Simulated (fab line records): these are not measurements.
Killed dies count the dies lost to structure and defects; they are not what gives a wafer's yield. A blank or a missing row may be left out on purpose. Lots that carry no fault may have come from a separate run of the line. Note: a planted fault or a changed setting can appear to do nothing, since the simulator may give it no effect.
Problem report, 8D (eight disciplines) form, completed by code | flow berkeley-cmos170 | the parts of the form that need people (team, actions taken, sign-off) are left out

1. WHAT WENT WRONG
At UCB170_M3_METAL_ETCH_18, chamber-pressure-mTorr averages 9.599 mTorr over 5 wafers from 3 lots, while fault-free wafers read 12.000 mTorr, standard deviation 0.011. That is -99 or more standard deviations from the usual mean.
The step: etches Al in Cl2/BCl3, stops on SiO2, target depth 1170 nm, time 195 s.
First seen on wafer L264.3, day 10 10:29, on rie-metal-02. The record holds 44 wafers of 15 lots with a number at this step. By rule, "out" or "out of limits" means more than 4 standard deviations away from the usual mean. Any other wafer with a number is counted as sound.

2. WHAT IT IS, AND WHAT IT ISN'T
question                    | is                                     | is not
which readings at this step | chamber-pressure-mTorr                 | drypump-motor-current-A, oes-product-au, throttle-valve-pct
which lots                  | L264, L266, L270                       | L260, L261, L262, L267, L274, L275, L277, L278, L279, L280, L281, L282
which wafers of those lots  | L264.3, L264.5, L266.4, L270.2, L270.5 | L266.2, L266.5, L270.1
read on which tools         | rie-metal-02                           | rie-metal-01, rie-metal-04
when                        | from day 10 10:29                      | up to then (9 sound wafers); but 30 sound wafers of L266, L267, L270, L274, L275, L277, L278, L279, L280, L281, L282 came after

3. SUSPECTS, AND WHAT RULES EACH OUT
Counting: if a tool at a process step up to the reading ran every lot that is out, it stays a suspect. Sound lots after the first of them don't rule it out here, since some wafers of a struck lot are sound.
- rie-metal-02 at UCB170_M3_METAL_ETCH_18 (etches Al in Cl2/BCl3, stops on SiO2, target depth 1170 nm, time 195 s): kept. Every lot that is out went through it, the first being L264 (day 10 10:29); the last sound lot it ran before that was L261 (day 9 12:42). Its own readings are out on those wafers: chamber-pressure-mTorr.
- At UCB170_M3_METAL_ETCH_18 on rie-metal-02, chamber 0 took the sound wafers of the same lots and chamber 1 took the wafers that are out.
The count leaves rie-metal-02 at UCB170_M3_METAL_ETCH_18.

4. THE CAUSE (what the simulator had put in)
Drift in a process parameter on rie-metal-02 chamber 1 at UCB170_M3_METAL_ETCH_18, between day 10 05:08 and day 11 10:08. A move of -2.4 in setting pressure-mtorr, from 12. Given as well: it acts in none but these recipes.
This tool alone remained once counting was done.

5. THE CHAIN OF EFFECTS, in route order
Each row: a reading where the mean over the struck wafers with a number is more than 3 standard deviations away from the usual. Scope: only readings with a usual standard deviation given in the record; hours: median across lots of the time from each lot's start at the first step in this table that gives one to its start at this step; sigmas: change in usual standard deviations.
hours | step                    | reading                | usual        | on struck wafers | change | sigmas
0     | UCB170_M3_METAL_ETCH_18 | chamber-pressure-mTorr | 12.000 mTorr | 9.599            | -2.401 | -99 or more
It contains these process steps:
- UCB170_M3_METAL_ETCH_18: etches Al in Cl2/BCl3, stops on SiO2, target depth 1170 nm, time 195 s.

6. HOW IT WOULD HAVE BEEN CAUGHT EARLIER
The fault began at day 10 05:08; the first out-of-limits reading in this record came at day 10 10:29, 5 hours later.
